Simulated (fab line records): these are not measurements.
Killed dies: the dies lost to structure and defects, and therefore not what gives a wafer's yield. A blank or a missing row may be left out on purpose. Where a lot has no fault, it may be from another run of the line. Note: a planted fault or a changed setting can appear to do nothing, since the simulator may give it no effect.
A lot that was struck, set against a sound lot || flow rit cmos || 17 out of 202 route steps
Sound: wafers L720.1, L720.3, L720.4. Wafers L726.2, L726.5, L726.6 were the ones struck. Last of all comes the cause.
Each step with rows lists, per side, the tool, then ch with its chambers, then its first start. Under that, the readings that differ: sound wafers || struck wafers || difference of the means || sigmas: that difference in standard deviations of wafers without a fault.
alike: a reading whose means differ by less than 2 such deviations, as well as words and numbers matching on both sides. not compared: withheld readings; readings where some wafer has no value; bounds like >300 that might hide an equal value; numbers whose values overlap and for which the record gives no deviation.
A row with sigmas, a row that says differs or no value, or rows on one side alone: a step with any of these is where the two part. Numbers that have no deviation but don't overlap get no sigmas and don't part them. A reading missing from all wafers of one side parts the sides only when that side holds two or more wafers.

first, 2 steps without rows for these wafers: RIT_NRETRO_HARDBAKE_07 (time 120 s); RIT_NRETRO_IMPLANT_08.
RIT_NRETRO_STRIP_09: strips in O2, time 180 s.
  sound on plasma asher-02 ch 0,1, day 3 06:53; struck on plasma asher-04 ch 0,1, day 4 17:11
  alike: drypump motor current A, o2 flow sccm
  not compared: rf hours counter h
RIT_NRETRO_TW_MEAS_10:
  struck on film metro-02, day 4 17:23; sound on film metro-02, day 3 07:03
  alike: NRETRO_TW
then, 2 steps without rows for these wafers: RIT_PRETRO_HMDS_00 (prime time 60 s); RIT_PRETRO_COAT_01 (resist thk 1300 nm).
RIT_PRETRO_SOFTBAKE_02: time 60.96 s.
  sound on litho track-02 ch 0, day 3 07:25; struck on litho track-04 ch 0, day 4 17:45
  alike: plate sensor t centre C, plate sensor t edge C, resist line temp C
then, 3 steps without rows for these wafers: RIT_PRETRO_EXPOSE_03 (exposes mask M5, target cd 43700 nm); RIT_PRETRO_PEB_04; RIT_PRETRO_DEVELOP_05 (develop time 68 s).
RIT_PRETRO_OVL_MEAS_06:
  struck on overlay-01, day 4 18:29; sound on overlay-01, day 3 08:07
  alike: PRETRO_OVL
then, 1 step without rows for these wafers: RIT_PRETRO_HARDBAKE_07 (time 120 s).
RIT_PRETRO_IMPLANT_08:
  sound on implanter-01 ch 0, day 3 08:25; struck on implanter-04 ch 0, day 4 18:47
{"reading": "beam energy keV", "sound": "44.989 45.006 44.991", "struck": "54.912 54.898 54.918", "difference": "+9.914", "sigmas": "+99 or more"}
{"reading": "model.implant.rp nm (nm)", "sound": "144 144 144", "struck": "174.3 174.3 174.3", "difference": "+30.3", "sigmas": ""}
{"reading": "model.implant.drp nm (nm)", "sound": "55.07 55.07 55.07", "struck": "61.68 61.68 61.68", "difference": "+6.61", "sigmas": ""}
  alike: end station pressure torr
RIT_PRETRO_STRIP_09: strips in O2, time 180 s.
  sound on plasma asher-03 ch 0,1, day 3 08:34; struck on plasma asher-02 ch 0,1, day 4 18:55
{"reading": "drypump motor current A (A)", "sound": "5.4 5.4 5.9", "struck": "6.7 6.5 6.8", "difference": "+1.1", "sigmas": "+2"}
  alike: o2 flow sccm
  not compared: rf hours counter h
RIT_PRETRO_TW_MEAS_10:
  struck on film metro-03, day 4 19:06; sound on film metro-03, day 3 08:44
{"reading": "PRETRO_TW", "sound": "482.1 481.1 482.8", "struck": "495.8 493.3 494.1", "difference": "+12.4", "sigmas": "+5"}
then, 1 step without rows for these wafers: RIT_GATE_WET_ETCH_00 (etches SiO2 in BOE, target depth 56 nm, time 60 s).
RIT_M1_PROBE_99:
  struck on prober-02, day 6 09:31; sound on prober-02, day 4 15:35
{"reading": "model.etest.nmos_0p3.r on ohm um", "sound": "2091 2133 2115", "struck": "1988 1981 1939", "difference": -144, "sigmas": ""}
{"reading": "model.etest.nmos turned.drive ua um", "sound": "333.1 332.4 332.4", "struck": "364.4 373.6 373.6", "difference": "+37.9", "sigmas": ""}
{"reading": "model.etest.nmos_0p15.drive ua um", "sound": "494.3 488.4 490.3", "struck": "524.5 536 539.7", "difference": "+42.4", "sigmas": ""}
{"reading": "model.etest.nmos_0p3.drive ua um", "sound": "239.7 239.7 239.6", "struck": "264.6 265.3 267.4", "difference": "+26.1", "sigmas": ""}
{"reading": "model.etest.nmos narrow.drive ua um", "sound": "238.2 235.2 239.9", "struck": "261.8 263.9 265", "difference": "+25.8", "sigmas": ""}
{"reading": "model.etest.nmos_0p15.off log10 a um", "sound": "-10.04 -9.852 -9.726", "struck": "-9.196 -8.877 -8.605", "difference": "+0.980", "sigmas": ""}
{"reading": "model.etest.retro edge nmos.off log10 a um", "sound": "-9.894 -9.822 -9.591", "struck": "-9.031 -8.877 -8.409", "difference": "+0.997", "sigmas": ""}
{"reading": "model.etest.ring.quiet log10 a (angstrom)", "sound": "-7.589 -7.527 -7.485", "struck": "-7.1 -6.822 -6.584", "difference": "+0.7", "sigmas": ""}
  alike: killed at contacts, killed at front end, killed dies, killed on rim, killed open, killed short

WHERE THEY PART
Last at RIT_PRETRO_TW_MEAS_10 as far as this record goes, first at RIT_PRETRO_IMPLANT_08. Later steps at which nothing parts them and some readings are alike: RIT_M1_PROBE_99.

WHY: the cause the simulator had injected
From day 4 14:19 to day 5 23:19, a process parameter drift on implanter-04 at RIT_PRETRO_IMPLANT_08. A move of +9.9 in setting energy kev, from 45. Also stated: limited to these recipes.
